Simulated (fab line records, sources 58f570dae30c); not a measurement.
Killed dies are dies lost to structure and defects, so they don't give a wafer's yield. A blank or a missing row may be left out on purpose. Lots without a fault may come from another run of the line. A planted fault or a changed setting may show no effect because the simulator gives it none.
Problem report in the 8D (eight disciplines) form, filled by code | flow berkeley_cmos170 | the parts of the form that need people (team, actions taken, sign-off) are left out

1. THE PROBLEM
PFIELD_TW at UCB170_PFIELD_TW_MEAS_09 reads a mean of 652 on 9 wafers of 3 lots; wafers without a fault read 597 with a standard deviation of 4.7. That is +12 standard deviations from the usual mean.
First seen on wafer L246.2, day 6 09:26, on film_metro-03. The record holds 45 wafers of 15 lots with a number at this step. Rule for "out", or "out of limits": more than 4 standard deviations from the usual mean. The other wafers with a number count as sound.

2. WHAT IT IS AND WHAT IT IS NOT
question                    | is                           | is not
which readings at this step | PFIELD_TW                    | -
which lots                  | L246, L247, L249             | L237, L238, L239, L242, L250, L251, L252, L253, L255, L257, L258, L259
which wafers of those lots  | all that have a number       | -
read on which gauges        | film_metro-03, film_metro-04 | film_metro-01
when                        | from day 6 09:26             | up to then (12 sound wafers); but 24 sound wafers of L250, L251, L252, L253, L255, L257, L258, L259 came after

3. SUSPECTS, AND WHAT RULES EACH OUT
Counting: a tool at a process step up to the reading stays a suspect if it ran every lot that is out and no sound lot after the first of them.
- the gauge at UCB170_PFIELD_TW_MEAS_09: ruled out. The wafers that are out were read on 2 gauges (film_metro-03, film_metro-04).
- implanter-03 at UCB170_PFIELD_IMPLANT_07: kept. It ran every lot that is out, first L246 (day 6 09:11), and no sound lot after that; its last sound lot up to then is L239 (day 4 21:23). Its own readings are out on those wafers: dose_ions_cm2, faraday_current_uA.
Left after counting: implanter-03 at UCB170_PFIELD_IMPLANT_07.

4. THE CAUSE (what the simulator had put in)
Process parameter drift: implanter-03, from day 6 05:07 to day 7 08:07, at UCB170_PFIELD_IMPLANT_07. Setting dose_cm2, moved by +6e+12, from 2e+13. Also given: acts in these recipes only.
Counting left only this tool.

5. THE CHAIN OF EFFECTS, in route order
Each row: a reading whose mean over the struck wafers that have a number lies more than 3 standard deviations from the usual. Only readings for which the record gives a usual standard deviation are gone through. hours: the time from each lot's start at the first step in this table that gives one to its start at this step, as a median over the lots. sigmas: the change in usual standard deviations.
hours | step                     | reading            | usual      | on struck wafers | change      | sigmas
0     | UCB170_PFIELD_IMPLANT_07 | dose_ions_cm2      | 1.9999e+13 | 2.6006e+13       | +6.0073e+12 | +99 or more
0     | UCB170_PFIELD_IMPLANT_07 | faraday_current_uA | 63.5       | 81.9             | +18.4       | +13
0     | UCB170_PFIELD_TW_MEAS_09 | PFIELD_TW          | 597        | 652              | +55         | +12
The process steps in it:
- UCB170_PFIELD_IMPLANT_07
Later measuring or inspecting steps at which every struck wafer that the step has a row for has a number for every such reading, and none has moved that far: UCB170_NVT_TW_MEAS_09, UCB170_NLDD_OVL_MEAS_07.

6. WHAT WOULD HAVE CAUGHT IT SOONER
In this record the first reading out of limits at a measuring or inspecting step was taken at day 6 09:26, 4 hours after the fault began at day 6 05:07.
The tool's own readings at UCB170_PFIELD_IMPLANT_07 were out on every struck wafer that the step has a row for (dose_ions_cm2, faraday_current_uA): an alarm limit on them would have fired on the first of those.
Of the lots that are out (3), L247, L249 began UCB170_PFIELD_IMPLANT_07 on implanter-03 after day 6 09:26. A hold on the tool at that time would have spared those 2.
